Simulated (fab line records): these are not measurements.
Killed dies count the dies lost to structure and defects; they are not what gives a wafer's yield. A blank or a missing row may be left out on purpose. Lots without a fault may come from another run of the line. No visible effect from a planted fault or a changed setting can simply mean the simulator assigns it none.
Which tool is to blame? :: flow berkeley cmos170 :: 38 wafers from 13 lots sampled at 4 of the route's 331 steps

WHAT THE GAUGES READ, wafer by wafer
UCB170_PWELL_THK_MEAS_06. Usual: PWELL_NITRIDE_THK 220.0 nm, standard deviation 2.
lot: L659
measured: day 2 17:42
on: film metro-01
PWELL_NITRIDE_THK (nm): 221.8 219.6 221.2
flag: 

lot: L661
measured: day 3 07:55
on: film metro-03
PWELL_NITRIDE_THK (nm): 221.1 221.2 223.0
flag: 

lot: L662
measured: day 3 07:56
on: film metro-04
PWELL_NITRIDE_THK (nm): 221.7 223.8 222.0
flag: 

lot: L663
measured: day 4 06:36
on: film metro-01
PWELL_NITRIDE_THK (nm): 222.2 220.2 221.5
flag: 

lot: L664
measured: day 3 20:55
on: film metro-04
PWELL_NITRIDE_THK (nm): 220.2 219.9 218.7
flag: 

lot: L665
measured: day 4 06:35
on: film metro-04
PWELL_NITRIDE_THK (nm): 220.6 218.8 219.6
flag: 

lot: L668
measured: day 4 22:44
on: film metro-01
PWELL_NITRIDE_THK (nm): 218.3 219.7 219.3
flag: 

lot: L669
measured: day 5 04:44
on: film metro-04
PWELL_NITRIDE_THK (nm): 220.5 222.9 222.7
flag: 

lot: L671
measured: day 5 06:22
on: film metro-03
PWELL_NITRIDE_THK (nm): 218.7 218.5 221.2
flag: 

lot: L672
measured: day 5 15:04
on: film metro-04
PWELL_NITRIDE_THK (nm): 220.3 219.5 221.6
flag: 

lot: L674
measured: day 5 20:45
on: film metro-01
PWELL_NITRIDE_THK (nm): 217.2 218.8
flag: 

lot: L675
measured: day 6 08:10
on: film metro-01
PWELL_NITRIDE_THK (nm): 219.2 221.0 219.6
flag: 

lot: L679
measured: day 7 08:33
on: film metro-03
PWELL_NITRIDE_THK (nm): 219.9 220.6 219.7
flag: 

UCB170_M3_OVL_MEAS_16. Usual: M3_OVL 0 nm, standard deviation 4.6.
lot: L659
measured: day 6 21:59
on: overlay-02
M3_OVL (nm): -2 -1 -7
flag: 

lot: L661
measured: day 8 07:16
on: overlay-02
M3_OVL (nm): 1 -5 9
flag: 

lot: L662
measured: day 8 07:10
on: overlay-02
M3_OVL (nm): 4 5 6
flag: 

lot: L663
measured: day 9 00:20
on: overlay-01
M3_OVL (nm): 4 -2 0
flag: 

lot: L664
measured: day 8 09:43
on: overlay-01
M3_OVL (nm): 7 1 1
flag: 

lot: L665
measured: day 8 23:38
on: overlay-02
M3_OVL (nm): 3 1 10
flag: 

lot: L668
measured: day 9 12:13
on: overlay-02
M3_OVL (nm): 2 5 -2
flag: 

lot: L669
measured: day 10 01:17
on: overlay-01
M3_OVL (nm): 1 -4 2
flag: 

lot: L671
measured: day 10 02:17
on: overlay-01
M3_OVL (nm): 5 8 0
flag: 

lot: L672
measured: day 10 19:54
on: overlay-02
M3_OVL (nm): 6 7 2
flag: 

lot: L674
measured: day 10 20:11
on: overlay-02
M3_OVL (nm): -4 0
flag: 

lot: L675
measured: day 11 08:08
on: overlay-02
M3_OVL (nm): 9 2 1
flag: 

lot: L679
measured: day 11 21:38
on: overlay-02
M3_OVL (nm): -3 -2 -2
flag: 

TOOL THAT RAN EACH LOT (tool first, then ch and the chambers of the sampled wafers, then the start)
lot: L659
UCB170_ZERO_STRIP_07: plasma asher-01 ch 1, day 1 15:57
UCB170_NLDD_EXPOSE_03: krf scanner-02 ch 0, day 5 13:44

lot: L661
UCB170_ZERO_STRIP_07: plasma asher-04 ch 0,1, day 2 02:44
UCB170_NLDD_EXPOSE_03: krf scanner-01 ch 0, day 6 23:02

lot: L662
UCB170_ZERO_STRIP_07: plasma asher-01 ch 0,1, day 2 08:55
UCB170_NLDD_EXPOSE_03: krf scanner-02 ch 0, day 6 22:52

lot: L663
UCB170_ZERO_STRIP_07: plasma asher-02 ch 0,1, day 2 13:07
UCB170_NLDD_EXPOSE_03: krf scanner-02 ch 0, day 7 12:26

lot: L664
UCB170_ZERO_STRIP_07: plasma asher-01 ch 0,1, day 2 17:12
UCB170_NLDD_EXPOSE_03: krf scanner-01 ch 0, day 6 23:17

lot: L665
UCB170_ZERO_STRIP_07: plasma asher-01 ch 0,1, day 2 23:26
UCB170_NLDD_EXPOSE_03: krf scanner-01 ch 0, day 7 12:41

lot: L668
UCB170_ZERO_STRIP_07: plasma asher-04 ch 0,1, day 3 13:19
UCB170_NLDD_EXPOSE_03: krf scanner-02 ch 0, day 8 06:12

lot: L669
UCB170_ZERO_STRIP_07: plasma asher-04 ch 0,1, day 3 21:39
UCB170_NLDD_EXPOSE_03: krf scanner-02 ch 0, day 8 13:48

lot: L671
UCB170_ZERO_STRIP_07: plasma asher-02 ch 0,1, day 4 07:39
UCB170_NLDD_EXPOSE_03: krf scanner-02 ch 0, day 8 14:08

lot: L672
UCB170_ZERO_STRIP_07: plasma asher-02 ch 0,1, day 4 13:19
UCB170_NLDD_EXPOSE_03: krf scanner-01 ch 0, day 9 00:39

lot: L674
UCB170_ZERO_STRIP_07: plasma asher-04 ch 0,1, day 4 20:02
UCB170_NLDD_EXPOSE_03: krf scanner-02 ch 0, day 9 06:37

lot: L675
UCB170_ZERO_STRIP_07: plasma asher-04 ch 0,1, day 5 00:43
UCB170_NLDD_EXPOSE_03: krf scanner-01 ch 0, day 9 19:27

lot: L679
UCB170_ZERO_STRIP_07: plasma asher-01 ch 0,1, day 6 00:39
UCB170_NLDD_EXPOSE_03: krf scanner-01 ch 0, day 10 15:50
- UCB170_ZERO_STRIP_07: strips in O2.
- UCB170_NLDD_EXPOSE_03: exposes mask NSELECT, target cd 1200 nm.

AS READ BY THE TOOLS THEMSELVES (means over the sampled wafers that have a number; for cases with no such wafer, the mark the record gives instead)
UCB170_ZERO_STRIP_07. Usual: drypump motor current A 5.5 A, standard deviation 0.53; oes product au 0.727 a.u., standard deviation 0.0046; strip time to endpoint s 21.47 s, standard deviation 0.08.
lot: L659
tool: plasma asher-01
drypump motor current A (A): 6.1
oes product au (a.u.): 0.731
strip time to endpoint s (s): 21.49
flag: 

lot: L661
tool: plasma asher-04
drypump motor current A (A): 5.4
oes product au (a.u.): 0.731
strip time to endpoint s (s): 21.33
flag: 

lot: L662
tool: plasma asher-01
drypump motor current A (A): 5.8
oes product au (a.u.): 0.728
strip time to endpoint s (s): 21.46
flag: 

lot: L663
tool: plasma asher-02
drypump motor current A (A): 5.7
oes product au (a.u.): 0.723
strip time to endpoint s (s): 21.41
flag: 

lot: L664
tool: plasma asher-01
drypump motor current A (A): 5.5
oes product au (a.u.): 0.728
strip time to endpoint s (s): 21.37
flag: 

lot: L665
tool: plasma asher-01
drypump motor current A (A): 5.8
oes product au (a.u.): 0.728
strip time to endpoint s (s): 21.49
flag: 

lot: L668
tool: plasma asher-04
drypump motor current A (A): 5.1
oes product au (a.u.): 0.727
strip time to endpoint s (s): 21.53
flag: 

lot: L669
tool: plasma asher-04
drypump motor current A (A): 5.5
oes product au (a.u.): 0.725
strip time to endpoint s (s): 21.40
flag: 

lot: L671
tool: plasma asher-02
drypump motor current A (A): 5.7
oes product au (a.u.): 0.724
strip time to endpoint s (s): 21.43
flag: 

lot: L672
tool: plasma asher-02
drypump motor current A (A): 6.0
oes product au (a.u.): 0.728
strip time to endpoint s (s): 21.54
flag: 

lot: L674
tool: plasma asher-04
drypump motor current A (A): 5.3
oes product au (a.u.): 0.718
strip time to endpoint s (s): 21.50
flag: 

lot: L675
tool: plasma asher-04
drypump motor current A (A): 5.4
oes product au (a.u.): 0.723
strip time to endpoint s (s): 21.52
flag: 

lot: L679
tool: plasma asher-01
drypump motor current A (A): 5.8
oes product au (a.u.): 0.728
strip time to endpoint s (s): 21.35
flag: 

UCB170_NLDD_EXPOSE_03. Usual: 29.988 for exposure dose mJ cm2, sd 0.027.
lot: L659
tool: krf scanner-02
exposure dose mJ cm2: 30.028
flag: 

lot: L661
tool: krf scanner-01
exposure dose mJ cm2: 29.998
flag: 

lot: L662
tool: krf scanner-02
exposure dose mJ cm2: 30.014
flag: 

lot: L663
tool: krf scanner-02
exposure dose mJ cm2: 29.972
flag: 

lot: L664
tool: krf scanner-01
exposure dose mJ cm2: 29.955
flag: 

lot: L665
tool: krf scanner-01
exposure dose mJ cm2: 29.989
flag: 

lot: L668
tool: krf scanner-02
exposure dose mJ cm2: 30.005
flag: 

lot: L669
tool: krf scanner-02
exposure dose mJ cm2: 30.022
flag: 

lot: L671
tool: krf scanner-02
exposure dose mJ cm2: 29.984
flag: 

lot: L672
tool: krf scanner-01
exposure dose mJ cm2: 29.991
flag: 

lot: L674
tool: krf scanner-02
exposure dose mJ cm2: 29.868
flag: OFF

lot: L675
tool: krf scanner-01
exposure dose mJ cm2: 29.991
flag: 

lot: L679
tool: krf scanner-01
exposure dose mJ cm2: 29.978
flag: 

THE ANSWER, worked out from the rows above alone
Rule: a lot is off if the mean of its wafers that have a number lies more than 3 standard deviations from the usual mean. Also off: a lot with no number at a reading for which 4 or more lots have one. All remaining lots with rows at the step are treated as sound. First the gauges in route order, then the tools' own readings, where a lot's mean is used as printed above. The first step at which some lot is off is used, and at that step the reading that is off furthest; a lot without a number counts as furthest.
Off: L674 (UCB170_NLDD_EXPOSE_03, exposure dose mJ cm2).
If a tool, at that step or one of the process steps before it, ran each lot that is off and ran no sound lot following the first of them, it fits. One candidate fits, namely krf scanner-02 at UCB170_NLDD_EXPOSE_03. Its last sound lot is L671 (day 8 14:08), its first lot that is off L674 (day 9 06:37): a fault that began between those two fits.
The tool's own readings at UCB170_NLDD_EXPOSE_03 bear it out: on the lots that are off they differ by more than 5 times the standard deviation of the sound lots' means. exposure dose mJ cm2 reads 29.868 there against 29.994 on the sound lots.

WHAT THE SIMULATOR PUT IN
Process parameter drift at UCB170_NLDD_EXPOSE_03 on krf scanner-02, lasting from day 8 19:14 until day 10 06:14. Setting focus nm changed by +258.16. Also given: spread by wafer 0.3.
Struck lots among those shown: L674. The rule given above showed the same thing.
